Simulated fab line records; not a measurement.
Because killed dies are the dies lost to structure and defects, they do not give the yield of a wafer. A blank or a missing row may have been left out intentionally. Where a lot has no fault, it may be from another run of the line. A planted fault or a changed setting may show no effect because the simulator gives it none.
Which tool is to blame? ; flow ritCmos ; 11 lots with 33 wafers sampled at 3 steps, on a route of 202 steps

## WHAT THE GAUGES SHOWED, per wafer
RIT_NLDD_TW_MEAS_10. Usual: NLDD_TW gives 2488 (standard deviation 21).
lot;measured;on;NLDD_TW;flag
L791;day 3 03:02;filmMetro-02;2503 2497 2496;
L792;day 3 04:11;filmMetro-02;2507 2515 2496;
L793;day 3 09:08;filmMetro-02;2505 2503 2507;
L794;day 3 11:02;filmMetro-02;2509 2504 2505;
L799;day 4 10:20;filmMetro-01;2238 2238 2238;OFF
L800;day 4 14:17;filmMetro-01;2224 2232 2239;OFF
L802;day 5 01:29;filmMetro-02;2277 2272 2283;OFF
L809;day 6 12:03;filmMetro-03;2493 2476 2503;
L811;day 6 21:13;filmMetro-01;2482 2484 2476;
L812;day 7 03:37;filmMetro-01;2461 2470 2461;
L814;day 7 13:10;filmMetro-01;2462 2459 2462;

RIT_SDANNEAL_RS_MEAS_07: the measuring method here is four-point-probe. Usual: NLDD_RS gives 151.4 ohm/sq (standard deviation 0.56).
lot;measured;on;NLDD_RS (ohm/sq);flag
L791;day 3 10:58;filmMetro-03;151.1 151.2 151.5;
L792;day 3 11:59;filmMetro-02;151.2 150.6 150.7;
L793;day 3 17:20;filmMetro-01;151.4 151.3 151.0;
L794;day 3 18:56;filmMetro-01;151.5 151.6 151.8;
L799;day 4 18:14;filmMetro-02;156.5 156.3 156.3;OFF
L800;day 4 22:17;filmMetro-02;157.6 157.4 157.5;OFF
L802;day 5 09:22;filmMetro-02;157.3 158.2 158.5;OFF
L809;day 6 19:51;filmMetro-02;151.3 151.3 150.8;
L811;day 7 05:34;filmMetro-01;152.0 151.6 152.2;
L812;day 7 11:23;filmMetro-03;150.6 150.6 151.3;
L814;day 7 21:08;filmMetro-02;151.5 151.7 151.8;

## TOOL THAT RAN EACH LOT (tool first, then ch and the chambers of the sampled wafers, then the start)
lot;RIT_NLDD_IMPLANT_08
L791;implanter-01 ch 0, day 3 02:43
L792;implanter-01 ch 0, day 3 03:51
L793;implanter-01 ch 0, day 3 08:49
L794;implanter-03 ch 0, day 3 10:42
L799;implanter-02 ch 0, day 4 10:02
L800;implanter-02 ch 0, day 4 13:58
L802;implanter-02 ch 0, day 5 01:11
L809;implanter-01 ch 0, day 6 11:44
L811;implanter-01 ch 0, day 6 20:53
L812;implanter-03 ch 0, day 7 03:17
L814;implanter-03 ch 0, day 7 12:50
- RIT_NLDD_IMPLANT_08

## AS READ BY THE TOOLS THEMSELVES (means over the sampled wafers that have a number; for cases with no such wafer, the mark the record gives instead)
RIT_NLDD_IMPLANT_08. Usual: beamEnergyKeV reads 20.001 (standard deviation 0.0061).
lot;tool;beamEnergyKeV;flag
L791;implanter-01;20.006;
L792;implanter-01;20.008;
L793;implanter-01;20.004;
L794;implanter-03;19.996;
L799;implanter-02;13.994;OFF
L800;implanter-02;14.000;OFF
L802;implanter-02;14.006;OFF
L809;implanter-01;20.000;
L811;implanter-01;20.001;
L812;implanter-03;20.004;
L814;implanter-03;20.006;

## THE ANSWER, worked out from the rows above alone
Rule: take the mean of a lot's wafers that have a number; if it is more than 3 standard deviations from the usual mean, the lot is off. Also off: a lot with no number at a reading for which 4 or more lots have one. The other lots that the step has rows for count as sound. The gauges are gone through in route order, then the tools' own readings, and for those a lot's mean is taken as printed above. At the first step where some lot is off, the reading lying furthest off is the one used; lots without a number count as furthest.
Off: L799, L800, L802, seen at RIT_NLDD_TW_MEAS_10 (NLDD_TW).
If a tool, at a process step before that reading, ran all the lots that are off and no sound lot after the first of them, it fits. Not tried: the gauges at RIT_NLDD_TW_MEAS_10; whatever is off there is also off at RIT_NLDD_IMPLANT_08, on other tools, and gauge error can't account for it. One fits: RIT_NLDD_IMPLANT_08 on implanter-02. It ran no sound lot before its first lot that is off in this sample, so the start can't be narrowed down.
On the lots that are off, the tool's own readings at RIT_NLDD_IMPLANT_08 differ by more than 5 times the standard deviation of the sound lots' means, which bears it out; beamEnergyKeV reads 14.000 there versus 20.003 on the sound lots.

## WHAT HAD BEEN PUT IN BY THE SIMULATOR
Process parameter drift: implanter-02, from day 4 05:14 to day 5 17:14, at RIT_NLDD_IMPLANT_08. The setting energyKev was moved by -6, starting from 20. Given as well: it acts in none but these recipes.
Shown lots that were struck: L799, L800, L802. The same result came from the rule above.
